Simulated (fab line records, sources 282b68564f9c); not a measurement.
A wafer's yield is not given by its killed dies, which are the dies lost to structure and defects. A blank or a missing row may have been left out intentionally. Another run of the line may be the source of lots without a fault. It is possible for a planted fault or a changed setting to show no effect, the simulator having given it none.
fab line records / flow rit_cmos
record lots=7 wafers=21 last_day=7
route steps=202 shown ACTIVE@18 FOX1@20 FOX2@23 NWELL@28 M1@202
lots that met no fault: taken from a fault-free run of the same line
start_h: the number of hours between the record's first day and the start of the first shown wafer of the lot / wait_h: hours since the lot's step before / " the same as in the row above / L1.1+2: several wafers, shown together as one row / - no value, or no start was given / * or withheld: withheld / < > ~ a bound
route shown NAME@n: names a module that has steps shown in the file, with the first one's number in the route / usual: mean and standard deviation over wafers with no fault / same: alike in all rows / chamber/n: place in a boat / sites: the reading at each site / _std_site: standard deviation across them / _edge_site: inner sites' mean taken away from outer sites' mean / radius_mm: how far each site lies from the wafer's centre / mask NAME#n: copy n / behind: the tool/chamber that last shaped the wafer / hold: cause of the lot's hold/its duration in hours/its outcome / device: the n, p or np transistor that did not switch / end of line: tests run on the same wafers once the route is complete / for a step that has no rows: nothing shown but its recipe / killed: count of dies lost to structure and defects at first sort (not the wafer's yield) / map: per-die view of a wafer (x killed, . not killed, _ where there is no die)
set.NAME: the setting that was run; set.NAME@STEP: the one run at that earlier step / model.NAME: the simulator's own value behind a step, which no gauge read
a table for each step, a row for each wafer; lots at some steps of the route
## steps
# step RIT_ACTIVE_CLEAN_16
# recipe chemistry=dHF dilution=50:1 time_s=30
# step RIT_ACTIVE_CLEAN_17
# recipe chemistry=SC2 mix=3:3:50 time_s=600 temp_c=75 dry=n2_spin
# step RIT_FOX1_OXIDATION_00
# recipe temp_c=1100 ambient=H2O target_thk_a=3507 p_h2o_torr=720 ox_time_s=1130
# step RIT_FOX1_THK_MEAS_01
# recipe reads=SiO2_of_FOX1_OXIDATION_00
# usual FOX1_OXIDE_THK=350/5.3
lot.wafer=L505.3 tool=film_metro-02 chamber=- start_h=18.78 wait_h=0.0 FOX1_OXIDE_THK[nm]=356
lot.wafer=L505.4 tool=film_metro-02 chamber=- start_h=18.78 wait_h=0.0 FOX1_OXIDE_THK[nm]=348
lot.wafer=L505.6 tool=film_metro-02 chamber=- start_h=18.78 wait_h=0.0 FOX1_OXIDE_THK[nm]=354
lot.wafer=L507.1 tool=film_metro-02 chamber=- start_h=28.74 wait_h=0.0 FOX1_OXIDE_THK[nm]=356
lot.wafer=L507.3 tool=film_metro-02 chamber=- start_h=28.74 wait_h=0.0 FOX1_OXIDE_THK[nm]=356
lot.wafer=L507.5 tool=film_metro-02 chamber=- start_h=28.74 wait_h=0.0 FOX1_OXIDE_THK[nm]=359
lot.wafer=L512.1 tool=film_metro-02 chamber=- start_h=54.71 wait_h=0.0 FOX1_OXIDE_THK[nm]=346
lot.wafer=L512.3 tool=film_metro-02 chamber=- start_h=54.71 wait_h=0.0 FOX1_OXIDE_THK[nm]=346
lot.wafer=L512.4 tool=film_metro-02 chamber=- start_h=54.71 wait_h=0.0 FOX1_OXIDE_THK[nm]=345
lot.wafer=L514.3 tool=film_metro-02 chamber=- start_h=67.45 wait_h=0.0 FOX1_OXIDE_THK[nm]=352
lot.wafer=L514.5 tool=film_metro-02 chamber=- start_h=67.45 wait_h=0.0 FOX1_OXIDE_THK[nm]=347
lot.wafer=L514.6 tool=film_metro-02 chamber=- start_h=67.45 wait_h=0.0 FOX1_OXIDE_THK[nm]=342
lot.wafer=L517.3 tool=film_metro-04 chamber=- start_h=78.69 wait_h=0.0 FOX1_OXIDE_THK[nm]=356
lot.wafer=L517.4 tool=film_metro-04 chamber=- start_h=78.69 wait_h=0.0 FOX1_OXIDE_THK[nm]=358
lot.wafer=L517.6 tool=film_metro-04 chamber=- start_h=78.69 wait_h=0.0 FOX1_OXIDE_THK[nm]=355
lot.wafer=L523.1 tool=film_metro-02 chamber=- start_h=110.45 wait_h=0.0 FOX1_OXIDE_THK[nm]=349
lot.wafer=L523.4 tool=film_metro-02 chamber=- start_h=110.45 wait_h=0.0 FOX1_OXIDE_THK[nm]=352
lot.wafer=L523.5 tool=film_metro-02 chamber=- start_h=110.45 wait_h=0.0 FOX1_OXIDE_THK[nm]=350
lot.wafer=L524.2 tool=film_metro-04 chamber=- start_h=114.97 wait_h=0.0 FOX1_OXIDE_THK[nm]=340
lot.wafer=L524.4 tool=film_metro-04 chamber=- start_h=114.97 wait_h=0.0 FOX1_OXIDE_THK[nm]=338
lot.wafer=L524.5 tool=film_metro-04 chamber=- start_h=114.97 wait_h=0.0 FOX1_OXIDE_THK[nm]=341
# step RIT_FOX1_WET_ETCH_02
# recipe chemistry=BOE target_depth_nm=350 time_s=390 temp_c=21.5 dry=n2_spin dilution=10:1 target=SiO2
# step RIT_FOX2_OXIDATION_00
# recipe temp_c=1100 ambient=H2O target_thk_a=3507 p_h2o_torr=720 ox_time_s=1130
# step RIT_FOX2_THK_MEAS_01
# recipe reads=SiO2_of_FOX2_OXIDATION_00
# usual FOX2_OXIDE_THK=352/6.4
lot.wafer=L505.3 tool=film_metro-02 chamber=- start_h=20.28 wait_h=0.0 FOX2_OXIDE_THK[nm]=345
lot.wafer=L505.4 tool=film_metro-02 chamber=- start_h=20.28 wait_h=0.0 FOX2_OXIDE_THK[nm]=349
lot.wafer=L505.6 tool=film_metro-02 chamber=- start_h=20.28 wait_h=0.0 FOX2_OXIDE_THK[nm]=342
lot.wafer=L507.1 tool=film_metro-03 chamber=- start_h=31.13 wait_h=0.0 FOX2_OXIDE_THK[nm]=354
lot.wafer=L507.3 tool=film_metro-03 chamber=- start_h=31.13 wait_h=0.0 FOX2_OXIDE_THK[nm]=357
lot.wafer=L507.5 tool=film_metro-03 chamber=- start_h=31.13 wait_h=0.0 FOX2_OXIDE_THK[nm]=354
lot.wafer=L512.1 tool=film_metro-02 chamber=- start_h=59.90 wait_h=0.0 FOX2_OXIDE_THK[nm]=344
lot.wafer=L512.3 tool=film_metro-02 chamber=- start_h=59.90 wait_h=0.0 FOX2_OXIDE_THK[nm]=349
lot.wafer=L512.4 tool=film_metro-02 chamber=- start_h=59.90 wait_h=0.0 FOX2_OXIDE_THK[nm]=343
lot.wafer=L514.3 tool=film_metro-03 chamber=- start_h=68.94 wait_h=0.0 FOX2_OXIDE_THK[nm]=349
lot.wafer=L514.5 tool=film_metro-03 chamber=- start_h=68.94 wait_h=0.0 FOX2_OXIDE_THK[nm]=348
lot.wafer=L514.6 tool=film_metro-03 chamber=- start_h=68.94 wait_h=0.0 FOX2_OXIDE_THK[nm]=351
lot.wafer=L517.3 tool=film_metro-02 chamber=- start_h=80.19 wait_h=0.0 FOX2_OXIDE_THK[nm]=356
lot.wafer=L517.4 tool=film_metro-02 chamber=- start_h=80.19 wait_h=0.0 FOX2_OXIDE_THK[nm]=354
lot.wafer=L517.6 tool=film_metro-02 chamber=- start_h=80.19 wait_h=0.0 FOX2_OXIDE_THK[nm]=352
lot.wafer=L523.1 tool=film_metro-02 chamber=- start_h=113.32 wait_h=0.0 FOX2_OXIDE_THK[nm]=355
lot.wafer=L523.4 tool=film_metro-02 chamber=- start_h=113.32 wait_h=0.0 FOX2_OXIDE_THK[nm]=351
lot.wafer=L523.5 tool=film_metro-02 chamber=- start_h=113.32 wait_h=0.0 FOX2_OXIDE_THK[nm]=353
lot.wafer=L524.2 tool=film_metro-01 chamber=- start_h=117.38 wait_h=0.0 FOX2_OXIDE_THK[nm]=354
lot.wafer=L524.4 tool=film_metro-01 chamber=- start_h=117.38 wait_h=0.0 FOX2_OXIDE_THK[nm]=345
lot.wafer=L524.5 tool=film_metro-01 chamber=- start_h=117.38 wait_h=0.0 FOX2_OXIDE_THK[nm]=349
# step RIT_FOX2_CLEAN_02
# recipe chemistry=dHF dilution=50:1 time_s=180
# step RIT_FOX2_WET_ETCH_03
# recipe chemistry=H3PO4 target=Si3N4 target_depth_nm=195 temp_c=165 time_s=2700
# step RIT_FOX2_THK_MEAS_90
# recipe reads=SiO2_of_FOX2_OXIDATION_00
# usual FIELD_OXIDE_LEFT_1_THK=325/6.4
lot.wafer=L505.3 tool=film_metro-03 chamber=- start_h=21.16 wait_h=0.0 FIELD_OXIDE_LEFT_1_THK[nm]=318
lot.wafer=L505.4 tool=film_metro-03 chamber=- start_h=21.16 wait_h=0.0 FIELD_OXIDE_LEFT_1_THK[nm]=321
lot.wafer=L505.6 tool=film_metro-03 chamber=- start_h=21.16 wait_h=0.0 FIELD_OXIDE_LEFT_1_THK[nm]=315
lot.wafer=L507.1 tool=film_metro-03 chamber=- start_h=32.00 wait_h=0.0 FIELD_OXIDE_LEFT_1_THK[nm]=327
lot.wafer=L507.3 tool=film_metro-03 chamber=- start_h=32.00 wait_h=0.0 FIELD_OXIDE_LEFT_1_THK[nm]=329
lot.wafer=L507.5 tool=film_metro-03 chamber=- start_h=32.00 wait_h=0.0 FIELD_OXIDE_LEFT_1_THK[nm]=327
lot.wafer=L512.1 tool=film_metro-01 chamber=- start_h=60.78 wait_h=0.0 FIELD_OXIDE_LEFT_1_THK[nm]=317
lot.wafer=L512.3 tool=film_metro-01 chamber=- start_h=60.78 wait_h=0.0 FIELD_OXIDE_LEFT_1_THK[nm]=321
lot.wafer=L512.4 tool=film_metro-01 chamber=- start_h=60.78 wait_h=0.0 FIELD_OXIDE_LEFT_1_THK[nm]=316
lot.wafer=L514.3 tool=film_metro-02 chamber=- start_h=69.82 wait_h=0.0 FIELD_OXIDE_LEFT_1_THK[nm]=322
lot.wafer=L514.5 tool=film_metro-02 chamber=- start_h=69.82 wait_h=0.0 FIELD_OXIDE_LEFT_1_THK[nm]=321
lot.wafer=L514.6 tool=film_metro-02 chamber=- start_h=69.82 wait_h=0.0 FIELD_OXIDE_LEFT_1_THK[nm]=324
lot.wafer=L517.3 tool=film_metro-01 chamber=- start_h=81.14 wait_h=0.0 FIELD_OXIDE_LEFT_1_THK[nm]=329
lot.wafer=L517.4 tool=film_metro-01 chamber=- start_h=81.14 wait_h=0.0 FIELD_OXIDE_LEFT_1_THK[nm]=327
lot.wafer=L517.6 tool=film_metro-01 chamber=- start_h=81.14 wait_h=0.0 FIELD_OXIDE_LEFT_1_THK[nm]=324
lot.wafer=L523.1 tool=film_metro-02 chamber=- start_h=115.09 wait_h=0.0 FIELD_OXIDE_LEFT_1_THK[nm]=328
lot.wafer=L523.4 tool=film_metro-02 chamber=- start_h=115.09 wait_h=0.0 FIELD_OXIDE_LEFT_1_THK[nm]=323
lot.wafer=L523.5 tool=film_metro-02 chamber=- start_h=115.09 wait_h=0.0 FIELD_OXIDE_LEFT_1_THK[nm]=326
lot.wafer=L524.2 tool=film_metro-03 chamber=- start_h=119.31 wait_h=0.0 FIELD_OXIDE_LEFT_1_THK[nm]=327
lot.wafer=L524.4 tool=film_metro-03 chamber=- start_h=119.31 wait_h=0.0 FIELD_OXIDE_LEFT_1_THK[nm]=318
lot.wafer=L524.5 tool=film_metro-03 chamber=- start_h=119.31 wait_h=0.0 FIELD_OXIDE_LEFT_1_THK[nm]=321
# step RIT_NWELL_HMDS_00
# recipe prime_time_s=60 prime_temp_c=140
# step RIT_NWELL_COAT_01
# recipe resist=NOVOLAK spin_rpm=2000 resist_thk_nm=1300
# step RIT_NWELL_SOFTBAKE_02
# recipe resist=NOVOLAK temp_c=90 time_s=60
# usual heater_power_total_W=34.56/0.056 plate_temp_C=89.97/0.11
lot.wafer=L505.3 tool=litho_track-03 chamber=0 start_h=21.55 wait_h=0.1 heater_power_total_W=34.57 plate_temp_C=90.04
lot.wafer=L505.4 tool=litho_track-03 chamber=0 start_h=21.55 wait_h=0.1 heater_power_total_W=34.48 plate_temp_C=90.01
lot.wafer=L505.6 tool=litho_track-03 chamber=0 start_h=21.55 wait_h=0.1 heater_power_total_W=34.51 plate_temp_C=89.88
lot.wafer=L507.1 tool=litho_track-01 chamber=0 start_h=32.36 wait_h=0.1 heater_power_total_W=34.57 plate_temp_C=89.94
lot.wafer=L507.3 tool=litho_track-01 chamber=0 start_h=32.36 wait_h=0.1 heater_power_total_W=34.60 plate_temp_C=90.05
lot.wafer=L507.5 tool=litho_track-01 chamber=0 start_h=32.36 wait_h=0.1 heater_power_total_W=34.52 plate_temp_C=89.92
lot.wafer=L512.1 tool=litho_track-01 chamber=0 start_h=61.14 wait_h=0.1 heater_power_total_W=34.91 plate_temp_C=90.77
lot.wafer=L512.3 tool=litho_track-01 chamber=0 start_h=61.14 wait_h=0.1 heater_power_total_W=34.85 plate_temp_C=90.64
lot.wafer=L512.4 tool=litho_track-01 chamber=0 start_h=61.14 wait_h=0.1 heater_power_total_W=34.84 plate_temp_C=90.60
lot.wafer=L514.3 tool=litho_track-01 chamber=0 start_h=70.21 wait_h=0.1 heater_power_total_W=34.91 plate_temp_C=90.50
lot.wafer=L514.5 tool=litho_track-01 chamber=0 start_h=70.21 wait_h=0.1 heater_power_total_W=34.88 plate_temp_C=90.57
lot.wafer=L514.6 tool=litho_track-01 chamber=0 start_h=70.21 wait_h=0.1 heater_power_total_W=34.95 plate_temp_C=90.51
lot.wafer=L517.3 tool=litho_track-01 chamber=0 start_h=81.54 wait_h=0.1 heater_power_total_W=34.80 plate_temp_C=90.61
lot.wafer=L517.4 tool=litho_track-01 chamber=0 start_h=81.54 wait_h=0.1 heater_power_total_W=34.83 plate_temp_C=90.70
lot.wafer=L517.6 tool=litho_track-01 chamber=0 start_h=81.54 wait_h=0.1 heater_power_total_W=34.81 plate_temp_C=90.77
lot.wafer=L523.1 tool=litho_track-02 chamber=0 start_h=115.45 wait_h=0.1 heater_power_total_W=34.59 plate_temp_C=89.98
lot.wafer=L523.4 tool=litho_track-02 chamber=0 start_h=115.45 wait_h=0.1 heater_power_total_W=34.58 plate_temp_C=90.06
lot.wafer=L523.5 tool=litho_track-02 chamber=0 start_h=115.45 wait_h=0.1 heater_power_total_W=34.50 plate_temp_C=89.95
lot.wafer=L524.2 tool=litho_track-03 chamber=0 start_h=119.68 wait_h=0.1 heater_power_total_W=34.65 plate_temp_C=90.09
lot.wafer=L524.4 tool=litho_track-03 chamber=0 start_h=119.68 wait_h=0.1 heater_power_total_W=34.60 plate_temp_C=90.20
lot.wafer=L524.5 tool=litho_track-03 chamber=0 start_h=119.68 wait_h=0.1 heater_power_total_W=34.47 plate_temp_C=90.16
# step RIT_NWELL_EXPOSE_03
# recipe mask_id=M2 na=0.57 target_cd_nm=43900 dose_mj=250
# step RIT_M1_PROBE_99
# usual killed_at_contacts=0.1/0.27 killed_at_front_end=6/3 killed_dies=7/3 killed_open=3.1/2 killed_short=3.4/2
# same gross_dies=264 killed_at_M0_to_M3=0 killed_at_M4_up=0 killed_at_back_side=0 killed_at_other=0
lot.wafer=L507.1 tool=prober-01 chamber=- start_h=75.01 wait_h=0.1 killed_at_contacts=1 killed_at_front_end=5 killed_dies=6 killed_open=3 killed_short=3
lot.wafer=L507.3 tool=prober-01 chamber=- start_h=75.11 wait_h=0.2 killed_at_contacts=0 killed_at_front_end=6 killed_dies=6 killed_open=3 killed_short=3
lot.wafer=L507.5 tool=prober-01 chamber=- start_h=75.21 wait_h=0.2 killed_at_contacts=1 killed_at_front_end=1 killed_dies=2 killed_open=1 killed_short=1
lot.wafer=L512.1 tool=prober-02 chamber=- start_h=100.21 wait_h=0.1 killed_at_contacts=0 killed_at_front_end=8 killed_dies=8 killed_open=5 killed_short=3
lot.wafer=L512.3 tool=prober-02 chamber=- start_h=100.31 wait_h=0.2 killed_at_contacts=0 killed_at_front_end=4 killed_dies=4 killed_open=1 killed_short=3
lot.wafer=L512.4 tool=prober-02 chamber=- start_h=100.36 wait_h=0.2 killed_at_contacts=0 killed_at_front_end=6 killed_dies=6 killed_open=3 killed_short=3
lot.wafer=L514.3 tool=prober-02 chamber=- start_h=119.07 wait_h=0.2 killed_at_contacts=0 killed_at_front_end=4 killed_dies=4 killed_open=3 killed_short=1
lot.wafer=L514.5 tool=prober-02 chamber=- start_h=119.17 wait_h=0.2 killed_at_contacts=1 killed_at_front_end=5 killed_dies=6 killed_open=4 killed_short=2
lot.wafer=L514.6 tool=prober-02 chamber=- start_h=119.22 wait_h=0.2 killed_at_contacts=0 killed_at_front_end=9 killed_dies=9 killed_open=6 killed_short=3
lot.wafer=L517.3 tool=prober-01 chamber=- start_h=128.22 wait_h=0.2 killed_at_contacts=0 killed_at_front_end=0 killed_dies=0 killed_open=0 killed_short=0
lot.wafer=L517.4 tool=prober-01 chamber=- start_h=128.27 wait_h=0.2 killed_at_contacts=0 killed_at_front_end=7 killed_dies=7 killed_open=1 killed_short=6
lot.wafer=L517.6 tool=prober-01 chamber=- start_h=128.37 wait_h=0.2 killed_at_contacts=1 killed_at_front_end=7 killed_dies=8 killed_open=2 killed_short=6
lot.wafer=L523.1 tool=prober-01 chamber=- start_h=154.10 wait_h=0.1 killed_at_contacts=0 killed_at_front_end=2 killed_dies=2 killed_open=1 killed_short=1
lot.wafer=L523.4 tool=prober-01 chamber=- start_h=154.25 wait_h=0.2 killed_at_contacts=0 killed_at_front_end=2 killed_dies=2 killed_open=1 killed_short=1
lot.wafer=L523.5 tool=prober-01 chamber=- start_h=154.30 wait_h=0.2 killed_at_contacts=0 killed_at_front_end=2 killed_dies=2 killed_open=0 killed_short=2
lot.wafer=L524.2 tool=prober-02 chamber=- start_h=156.93 wait_h=0.1 killed_at_contacts=0 killed_at_front_end=4 killed_dies=4 killed_open=0 killed_short=4
lot.wafer=L524.4 tool=prober-02 chamber=- start_h=157.03 wait_h=0.2 killed_at_contacts=0 killed_at_front_end=4 killed_dies=4 killed_open=1 killed_short=3
lot.wafer=L524.5 tool=prober-02 chamber=- start_h=157.08 wait_h=0.2 killed_at_contacts=0 killed_at_front_end=4 killed_dies=4 killed_open=0 killed_short=4
# killed by level:class
L507.1 GATE:geometric_particle:short=2 SPACER:geometric_particle:open=2 FOX1:geometric_particle:short=1 CONTACT:geometric_particle:open=1
L507.3 GATE:geometric_particle:short=2 FOX1:geometric_particle:short=1 FOX2:geometric_particle:open=1 SPACER:geometric_particle:open=1 SILICIDE:geometric_particle:open=1
L507.5 GATE:geometric_particle:open=1 CONTACT:geometric_particle:short=1
L512.1 REOX:geometric_particle:short=2 FOX2:geometric_particle:open=1 GATE:geometric_particle:open=1 REOX:geometric_particle:open=1 SPACER:geometric_particle:open=1 SILICIDE:geometric_particle:open=1 SILICIDE:geometric_particle:short=1
L512.3 SPACER:geometric_particle:short=2 REOX:geometric_particle:open=1 SILICIDE:geometric_particle:short=1
L512.4 SPACER:geometric_particle:open=2 FOX2:geometric_particle:short=1 GATE:geometric_particle:short=1 SILICIDE:geometric_particle:short=1 SILICIDE:geometric_particle:open=1
L514.3 REOX:geometric_particle:open=2 GATE:geometric_particle:open=1 SILICIDE:geometric_particle:short=1
L514.5 FOX1:geometric_particle:open=1 FOX1:geometric_particle:short=1 GATE:geometric_particle:open=1 SPACER:geometric_particle:short=1 SILICIDE:geometric_particle:open=1 CONTACT:geometric_particle:open=1
L514.6 GATE:geometric_particle:open=5 FOX1:geometric_particle:open=1 FOX2:geometric_particle:short=1 GATE:geometric_particle:short=1 REOX:geometric_particle:short=1
L517.3
L517.4 FOX2:geometric_particle:short=2 GATE:geometric_particle:short=2 FOX1:geometric_particle:open=1 FOX1:geometric_particle:short=1 SPACER:geometric_particle:short=1
L517.6 GATE:geometric_particle:short=3 FOX1:geometric_particle:short=1 FOX2:geometric_particle:open=1 GATE:geometric_particle:open=1 SPACER:geometric_particle:short=1 CONTACT:geometric_particle:short=1
L523.1 GATE:geometric_particle:short=1 SPACER:geometric_particle:open=1
L523.4 SPACER:geometric_particle:short=1 SPACER:geometric_particle:open=1
L523.5 FOX1:geometric_particle:short=1 REOX:geometric_particle:short=1
L524.2 FOX1:geometric_particle:short=2 SPACER:geometric_particle:short=2
L524.4 FOX1:geometric_particle:short=1 FOX2:geometric_particle:short=1 GATE:geometric_particle:open=1 REOX:geometric_particle:short=1
L524.5 SPACER:geometric_particle:short=2 FOX1:geometric_particle:short=1 GATE:geometric_particle:short=1
## key
first_sign step=RIT_NWELL_SOFTBAKE_02 reading=plate_temp_C direction=up sigmas=5.9 usual=* struck=*
effect step=RIT_NWELL_SOFTBAKE_02 reading=heater_power_total_W direction=up sigmas=5.5 usual=34.56 struck=34.86
met_at RIT_NWELL_SOFTBAKE_02
struck_wafers L512.1,L512.3,L512.4,L514.3,L514.5,L514.6,L517.3,L517.4,L517.6
tester_left_out L512,L514,L517
onset_between 32.36 61.14
fault kind=process_parameter_drift tool=litho_track-01 chamber=- onset_h=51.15 steps=RIT_NWELL_SOFTBAKE_02 channel=temp_c offset=* shape=step end_h=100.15 acts_in=* stated=*
# tester_left_out: of these lots the tester's yield and bins aren't shown, on N5 and GAA mostly nor the transistor test; their killed dies are dies lost to structure and defects alone, not to doping, threshold or leakage, so they don't give the yield
